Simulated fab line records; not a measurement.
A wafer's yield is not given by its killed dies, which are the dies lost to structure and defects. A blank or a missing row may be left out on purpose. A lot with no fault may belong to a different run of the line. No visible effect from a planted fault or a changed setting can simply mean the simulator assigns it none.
One fault through the eyes of 2 desks ; flow ritCmos ; what lay behind the numbers comes last; until then each desk has only its own

== AT THE TOOL OWNER'S DESK: implanter-02 ==
The tool's own readings at RIT_PRETRO_IMPLANT_08, given as means over the sampled wafers that have a number, one for each lot that went through this tool. The brackets show how far a lot's mean lies from the usual mean; more than 4 standard deviations puts the lot out of limits, marked OUT.
Columns: A = doseIonsCm2 at RIT_PRETRO_IMPLANT_08, usual 1.2003e+13
lot;first seen here;A
L975;day 3 18:41;1.2004e+13
L978;day 4 09:08;1.1330e+13 (-48) OUT
L984;day 5 14:54;1.1311e+13 (-49) OUT
This desk's verdict: out of limits on L978, L984, starting with L978 at day 4 09:08 (doseIonsCm2 at RIT_PRETRO_IMPLANT_08). Within limits: L975.

== AT THE METROLOGY DESK ==
Means of the sampled wafers that have a number, per lot and without regard to the tool the lot ran on: this is what the gauges read. The brackets show how far a lot's mean lies from the usual mean; more than 4 standard deviations puts the lot out of limits, marked OUT.
Columns: A = NRETRO_TW at RIT_NRETRO_TW_MEAS_10, usual 1046; B = PRETRO_OVL at RIT_PRETRO_OVL_MEAS_06, usual 0.2 nm; C = PRETRO_TW at RIT_PRETRO_TW_MEAS_10, usual 473
lot;first seen here;A;B;C
L972;day 3 03:02;1039;1.1;475
L975;day 3 17:20;1058;-0.4;473
L978;day 4 07:54;1061;-1.4;465
L984;day 5 13:33;1041;0.7;464
L988;day 6 10:01;1043;1.4;469
L989;day 6 15:21;1040;1.4;476
Result from this desk: across the 6 lots, nothing is out of limits.

== BROUGHT TOGETHER ==
On L978, L984, at day 4 09:08, an alarm was possible from the tool owner's desk.
The metrology desk saw nothing out of limits.
The metrology desk holds a record of L978, L984, inside its limits.
On implanter-02, each named lot ran RIT_PRETRO_IMPLANT_08.

== WHAT HAD BEEN PUT IN BY THE SIMULATOR ==
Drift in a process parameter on implanter-02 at RIT_PRETRO_IMPLANT_08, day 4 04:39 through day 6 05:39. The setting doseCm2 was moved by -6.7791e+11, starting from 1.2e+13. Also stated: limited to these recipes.
Struck lots among those shown: L978, L984.
Time in hours from fault onset to the first out-of-limits reading at each desk: the tool owner's desk, 4.
